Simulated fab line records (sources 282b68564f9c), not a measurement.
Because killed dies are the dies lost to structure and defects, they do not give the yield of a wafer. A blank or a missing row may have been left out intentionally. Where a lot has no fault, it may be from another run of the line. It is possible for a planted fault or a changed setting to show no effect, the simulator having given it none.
Problem report, 8D (eight disciplines) form, completed by code + flow rit_cmos + the parts of the form that need people (team, actions taken, sign-off) are left out

1. PROBLEM STATEMENT
Wafers without a fault read 652.3, standard deviation 0.59; wafer_temp_C_max at RIT_SILICIDE_RTA_04 reads a mean of 722.5 on 12 wafers belonging to 4 lots. So: +99 or more standard deviations from the usual mean.
The step: time 10 s, ramp up 5 s, ramp down 5 s.
First seen on wafer L497.1, day 6 16:16, on rtp_anneal-02. Wafers with a number at this step in the record: 48, from 16 lots. Rule for "out", or "out of limits": more than 4 standard deviations from the usual mean. The other wafers with a number count as sound.

2. WHAT IT IS, WHAT IT ISN'T
| question                    | is                     | is not                                                                 |
|-----------------------------|------------------------|------------------------------------------------------------------------|
| which readings at this step | wafer_temp_C_max       | -                                                                      |
| which lots                  | L497, L498, L499, L500 | L484, L485, L486, L488, L489, L490, L491, L492, L494, L495, L496, L502 |
| which wafers of those lots  | all that have a number | -                                                                      |
| read on which tools         | rtp_anneal-02          | rtp_anneal-01                                                          |
| when                        | from day 6 16:16       | up to then (33 sound wafers); but 3 sound wafers of L502 came after    |

3. THE SUSPECTS, EACH WITH WHAT RULES IT OUT
Counting: a tool at a process step up to the reading stays a suspect if it ran every lot that is out and no sound lot after the first of them.
- rtp_anneal-02 at RIT_SILICIDE_RTA_04 (time 10 s, ramp up 5 s, ramp down 5 s): kept. It processed each lot that is out, first L497 at day 6 16:16, and no sound lot thereafter; up to then, the last sound lot it processed was L495 at day 6 13:07. Out on those wafers are its own readings of wafer_temp_C_max.
After counting, what remains is rtp_anneal-02 at RIT_SILICIDE_RTA_04.

4. THE CAUSE (what the simulator had put in)
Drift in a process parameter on rtp_anneal-02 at RIT_SILICIDE_RTA_04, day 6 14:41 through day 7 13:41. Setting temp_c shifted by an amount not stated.
Only this tool survived the counting.

5. THE CHAIN OF EFFECTS, in route order
One row per reading whose mean, taken over the struck wafers that have a number, lies over 3 standard deviations from the usual. Only readings for which the record gives a usual standard deviation are gone through. hours: the time from each lot's start at the first step in this table that gives one to its start at this step, as a median over the lots. sigmas: the change in usual standard deviations.
| hours | step                | reading          | usual | on struck wafers | change | sigmas      |
|-------|---------------------|------------------|-------|------------------|--------|-------------|
| 0     | RIT_SILICIDE_RTA_04 | wafer_temp_C_max | 652.3 | 722.5            | +70.2  | +99 or more |
Here are the process steps it includes:
- RIT_SILICIDE_RTA_04: time 10 s, ramp up 5 s, ramp down 5 s.

6. HOW IT WOULD HAVE BEEN CAUGHT EARLIER
In this record no reading fell out of limits until day 6 16:16, 2 hours after the fault had begun at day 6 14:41.
